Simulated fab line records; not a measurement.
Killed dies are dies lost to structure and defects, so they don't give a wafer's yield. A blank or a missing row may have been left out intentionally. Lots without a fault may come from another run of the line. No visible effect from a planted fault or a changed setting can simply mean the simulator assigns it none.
The tool behind it: which one?    flow rit-cmos    13 lots with 39 wafers sampled at 3 steps, on a route of 202 steps

WHAT THE GAUGES READ, wafer by wafer
RIT_M1_RS_MEAS_01: measurement is done with a four-point probe. Usual: M1_AL_RS typically reads 0.0737 ohm/sq, with standard deviation 0.00072.
lot   measured     on             M1_AL_RS (ohm/sq)     flag
L278  day 3 17:11  film-metro-01  0.0740 0.0741 0.0739  
L279  day 3 21:27  film-metro-04  0.0749 0.0732 0.0746  
L285  day 5 06:25  film-metro-02  0.0735 0.0739 0.0731  
L286  day 5 08:52  film-metro-02  0.0734 0.0798 0.0739  
L289  day 5 22:32  film-metro-01  0.0735 0.0736 0.0738  
L290  day 6 03:25  film-metro-02  0.0740 0.0732 0.0738  
L292  day 6 14:28  film-metro-04  0.0727 0.0737 0.0739  
L293  day 6 18:20  film-metro-04  0.0737 0.0734 0.0734  
L294  day 6 23:11  film-metro-02  0.0736 0.0734 0.0733  
L295  day 7 02:30  film-metro-02  0.0740 0.0756 0.0754  
L298  day 7 18:06  film-metro-01  0.0732 0.0736 0.0724  
L299  day 8 00:44  film-metro-02  0.0728 0.0731 0.0733  
L300  day 8 05:08  film-metro-04  0.0736 0.0741 0.0733  

RIT_M1_THK_MEAS_02: measures by xrf. Usual: M1_AL_THK typically reads 396 nm, with standard deviation 4.8.
lot   measured     on             M1_AL_THK (nm)  flag
L278  day 3 17:19  film-metro-01  394 394 399     
L279  day 3 21:34  film-metro-04  393 400 393     
L285  day 5 06:32  film-metro-02  394 392 395     
L286  day 5 08:59  film-metro-02  392 364 392     
L289  day 5 22:40  film-metro-01  400 397 398     
L290  day 6 03:32  film-metro-02  394 397 393     
L292  day 6 14:35  film-metro-04  404 401 395     
L293  day 6 18:28  film-metro-04  398 398 400     
L294  day 6 23:17  film-metro-02  396 398 395     
L295  day 7 02:36  film-metro-02  389 380 384     
L298  day 7 18:12  film-metro-01  402 398 408     
L299  day 8 00:51  film-metro-02  400 398 397     
L300  day 8 05:16  film-metro-04  400 396 402     

EACH LOT AND THE TOOL THAT RAN IT (in order: tool; ch and the chambers of the sampled wafers; start)
lot   RIT_M1_SPUTTER_00
L278  pvd-sputter-02, day 3 16:54
L279  pvd-sputter-01, day 3 21:08
L285  pvd-sputter-01, day 5 06:06
L286  pvd-sputter-02, day 5 08:34
L289  pvd-sputter-01, day 5 22:15
L290  pvd-sputter-04, day 6 03:06
L292  pvd-sputter-04, day 6 14:10
L293  pvd-sputter-01, day 6 18:02
L294  pvd-sputter-01, day 6 22:50
L295  pvd-sputter-04, day 7 02:10
L298  pvd-sputter-04, day 7 17:46
L299  pvd-sputter-01, day 8 00:26
L300  pvd-sputter-04, day 8 04:51
- RIT_M1_SPUTTER_00: material Al, target thk 400 nm, time 500 s.

WHAT THE TOOLS THEMSELVES READ (means of the sampled wafers that have a number; where no wafer has one, the mark that the record gives instead)
RIT_M1_SPUTTER_00. Usual: throttle-valve-pct at 30.2 %, with a standard deviation of 1.
lot   tool            throttle-valve-pct (%)  flag
L278  pvd-sputter-02  30.3                    
L279  pvd-sputter-01  30.8                    
L285  pvd-sputter-01  29.5                    
L286  pvd-sputter-02  30.4                    
L289  pvd-sputter-01  30.1                    
L290  pvd-sputter-04  30.4                    
L292  pvd-sputter-04  30.5                    
L293  pvd-sputter-01  29.4                    
L294  pvd-sputter-01  30.8                    
L295  pvd-sputter-04  30.6                    
L298  pvd-sputter-04  30.6                    
L299  pvd-sputter-01  29.4                    
L300  pvd-sputter-04  30.1                    

THE ANSWER, worked out from the rows above alone
Rule: a lot counts as off when the mean over its wafers that have a number is more than 3 standard deviations away from the usual mean. A lot without any number at a reading at which 4 lots or more have one is off too. All remaining lots with rows at the step are treated as sound. Order of review: gauges by route order, followed by the tools' own readings, for which a lot's mean as printed above is used. At the first step where some lot is off, the reading lying furthest off is the one used; lots without a number count as furthest.
No lot is off at any reading shown: from this, nothing can be told.

WHAT HAD BEEN PUT IN BY THE SIMULATOR
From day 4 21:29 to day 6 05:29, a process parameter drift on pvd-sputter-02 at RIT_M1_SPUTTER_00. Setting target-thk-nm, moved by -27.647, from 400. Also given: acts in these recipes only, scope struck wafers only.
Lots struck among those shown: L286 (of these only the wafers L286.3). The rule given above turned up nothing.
